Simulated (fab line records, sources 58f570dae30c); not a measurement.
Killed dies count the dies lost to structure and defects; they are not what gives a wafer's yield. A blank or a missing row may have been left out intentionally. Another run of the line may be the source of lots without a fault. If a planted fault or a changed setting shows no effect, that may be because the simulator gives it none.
Which tool is to blame? | flow berkeleyCmos170 | Sampling: 15 lots, 45 wafers, 3 of 331 route steps

WHAT THE GAUGES READ, wafer by wafer
UCB170_FIELD_THK_MEAS_91. Usual: FIELD_OXIDE_LEFT_2_THK 359 nm, standard deviation 11.
lot  | measured     | on           | FIELD_OXIDE_LEFT_2_THK (nm) | flag
L810 | day 5 19:05  | filmMetro-02 | 360 364 356                 | 
L812 | day 6 10:31  | filmMetro-03 | 371 366 377                 | 
L815 | day 6 17:56  | filmMetro-02 | 366 364 364                 | 
L814 | day 6 18:19  | filmMetro-02 | 372 380 372                 | 
L811 | day 6 18:36  | filmMetro-03 | 368 365 360                 | 
L816 | day 7 11:06  | filmMetro-02 | 341 345 349                 | 
L819 | day 8 03:40  | filmMetro-03 | 350 343 349                 | 
L820 | day 8 04:05  | filmMetro-04 | 338 344 345                 | 
L824 | day 8 14:35  | filmMetro-02 | 363 369 367                 | 
L822 | day 8 14:46  | filmMetro-02 | 374 381 375                 | 
L821 | day 8 15:01  | filmMetro-04 | 347 343 349                 | 
L823 | day 8 15:05  | filmMetro-03 | 354 373 362                 | 
L828 | day 9 19:29  | filmMetro-04 | 344 339 353                 | 
L830 | day 10 12:41 | filmMetro-04 | 378 366 361                 | 
L831 | day 10 16:44 | filmMetro-04 | 364 365 363                 | 

UCB170_GATE_THK_MEAS_05. Usual: GATE_POLY_THK 213.1 nm, standard deviation 2.1.
lot  | measured     | on           | GATE_POLY_THK (nm) | flag
L810 | day 6 05:30  | filmMetro-01 | 212.8 213.0 213.5  | 
L812 | day 6 17:59  | filmMetro-01 | 211.4 213.6 211.9  | 
L815 | day 7 07:01  | filmMetro-04 | 213.5 212.2 214.2  | 
L814 | day 7 07:01  | filmMetro-01 | 211.6 211.6 211.9  | 
L811 | day 7 07:01  | filmMetro-02 | 208.7 209.9 210.7  | 
L816 | day 7 22:32  | filmMetro-02 | 211.2 210.9 210.0  | 
L819 | day 8 15:21  | filmMetro-02 | 212.1 212.3 211.3  | 
L820 | day 8 15:21  | filmMetro-04 | 214.1 212.8 214.3  | 
L824 | day 9 05:07  | filmMetro-02 | 217.1 216.4 219.9  | 
L822 | day 9 05:12  | filmMetro-04 | 211.0 213.0 211.3  | 
L821 | day 9 05:07  | filmMetro-01 | 211.2 212.0 210.6  | 
L823 | day 9 05:10  | filmMetro-01 | 216.4 213.9 214.3  | 
L828 | day 10 02:51 | filmMetro-02 | 216.0 215.5 217.9  | 
L830 | day 10 23:41 | filmMetro-01 | 213.5 213.6 213.1  | 
L831 | day 11 03:29 | filmMetro-04 | 213.5 214.0 214.9  | 

UCB170_GATE_OVL_MEAS_13. Usual: GATE_OVL 0 nm, standard deviation 5.8.
lot  | measured     | on         | GATE_OVL (nm) | flag
L810 | day 6 07:37  | overlay-01 | 7 3 9         | 
L812 | day 6 19:40  | overlay-02 | -3 0 8        | 
L815 | day 7 09:05  | overlay-02 | -6 -3 -10     | 
L814 | day 7 09:25  | overlay-02 | -9 -6 -10     | 
L811 | day 7 08:49  | overlay-02 | -1 -3 -4      | 
L816 | day 7 23:40  | overlay-01 | -4 -4 1       | 
L819 | day 8 16:23  | overlay-02 | -7 -5 -3      | 
L820 | day 8 16:37  | overlay-02 | -1 3 5        | 
L824 | day 9 06:59  | overlay-02 | -3 0 3        | 
L822 | day 9 07:11  | overlay-01 | -3 4 -7       | 
L821 | day 9 06:54  | overlay-01 | 14 6 9        | 
L823 | day 9 07:11  | overlay-02 | 6 4 -3        | 
L828 | day 10 04:13 | overlay-02 | -2 0 -5       | 
L830 | day 11 00:52 | overlay-01 | -6 -9 -4      | 
L831 | day 11 04:31 | overlay-01 | -1 -2 -1      | 

WHICH TOOL RAN EACH LOT (tool, then ch and the chambers of the sampled wafers, then the start)
Before these readings, the record contains no process step.

WHAT THE TOOLS THEMSELVES READ (means of the sampled wafers that have a number; where no wafer has one, the mark that the record gives instead)
The record holds no such reading with a usual standard deviation.

THE ANSWER, worked out from the rows above alone
Rule: take the mean of a lot's wafers that have a number; if it is more than 3 standard deviations from the usual mean, the lot is off. Also off: a lot with no number at a reading for which 4 or more lots have one. Where the step has rows for the other lots, those lots are counted as sound. First the gauges in route order, then the tools' own readings, where a lot's mean is used as printed above. At the first step where some lot is off, the reading lying furthest off is the one used; lots without a number count as furthest.
No lot is off on any of the readings shown, so nothing can be concluded from this.

WHAT THE SIMULATOR PUT IN
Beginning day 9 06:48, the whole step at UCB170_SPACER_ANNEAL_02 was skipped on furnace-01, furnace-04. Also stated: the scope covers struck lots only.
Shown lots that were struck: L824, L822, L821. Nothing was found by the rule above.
